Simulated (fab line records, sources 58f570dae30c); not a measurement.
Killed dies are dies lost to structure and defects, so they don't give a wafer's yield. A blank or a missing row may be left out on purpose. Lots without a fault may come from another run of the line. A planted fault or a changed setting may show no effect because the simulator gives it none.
Chamber matching | flow berkeley_cmos170 | UCB170_CONTACT_ETCH_17 on rie_diel-03: 4 sister chambers
The step etches BARC in N2/H2. 14 wafers are shown with their chamber, then 7 later ones without.

WAFERS WITH THEIR CHAMBER
wafer  | chamber | throttle_valve_pct (%) | oes_product_au (a.u.) | n2_flow_sccm (sccm)
L815.2 | 0       | 13.19                  | 1.010                 | 100.13
L815.3 | 2       | 13.42                  | 0.994                 | 99.98
L815.6 | 3       | 13.40                  | 0.998                 | 100.11
L819.1 | 3       | 13.41                  | 1.003                 | 99.96
L819.2 | 2       | 13.42                  | 1.007                 | 99.58
L819.3 | 0       | 13.22                  | 1.013                 | 100.04
L827.1 | 2       | 13.43                  | 1.006                 | 100.28
L827.3 | 0       | 13.20                  | 1.018                 | 100.05
L827.6 | 0       | 13.21                  | 1.015                 | 99.84
L831.1 | 1       | 13.41                  | 0.981                 | 100.25
L831.3 | 3       | 13.43                  | 0.964                 | 100.28
L831.5 | 2       | 13.44                  | 0.995                 | 99.89
L830.2 | 2       | 13.42                  | 1.003                 | 100.58
L830.4 | 0       | 13.21                  | 1.018                 | 99.78

SIGNATURES (means of the wafers above)
reading            | chamber 0 | chamber 1 | chamber 2 | chamber 3 | scatter within a chamber
throttle_valve_pct | 13.2060   | 13.4100   | 13.4260   | 13.4133   | 0.0114
oes_product_au     | 1.01480   | 0.98100   | 1.00100   | 0.98833   | 0.0105
n2_flow_sccm       | 99.9680   | 100.2500  | 100.0620  | 100.1167  | 0.269
Rule: a wafer's distance from a chamber is the root of the sum, over the readings, of the square of ((its reading less the chamber's mean) divided by the reading's scatter). The wafer belongs to the nearest chamber; if the next one is less than 2 further off, it can't be placed. The scatter: the root of (the sum of the squares of (reading less its chamber's mean) over the shown wafers, divided by (wafers less chambers)).

WAFERS WITHOUT THEIR CHAMBER
wafer  | throttle_valve_pct (%) | oes_product_au (a.u.) | n2_flow_sccm (sccm)
L830.5 | 13.42                  | 0.996                 | 99.95
L833.3 | 13.43                  | 0.968                 | 100.09
L833.5 | 13.19                  | 1.007                 | 99.99
L833.6 | 13.43                  | 0.958                 | 99.98
L835.2 | 13.21                  | 1.009                 | 100.00
L835.4 | 13.40                  | 0.978                 | 100.50
L835.5 | 13.43                  | 0.998                 | 99.41

WHICH CHAMBER EACH WENT THROUGH
wafer  | from the rows above          | in truth
L830.5 | can't be placed: 2 or 3 or 1 | 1
L833.3 | can't be placed: 1 or 3 or 2 | 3
L833.5 | 0                            | 0
L833.6 | can't be placed: 1 or 3 or 2 | 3
L835.2 | 0                            | 0
L835.4 | can't be placed: 1 or 3      | 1
L835.5 | can't be placed: 2 or 3 or 1 | 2
Placed correctly: 2 of 7. Can't be placed from these rows: 5 (the true chamber is among the candidates in 5). Placed wrongly: 0.
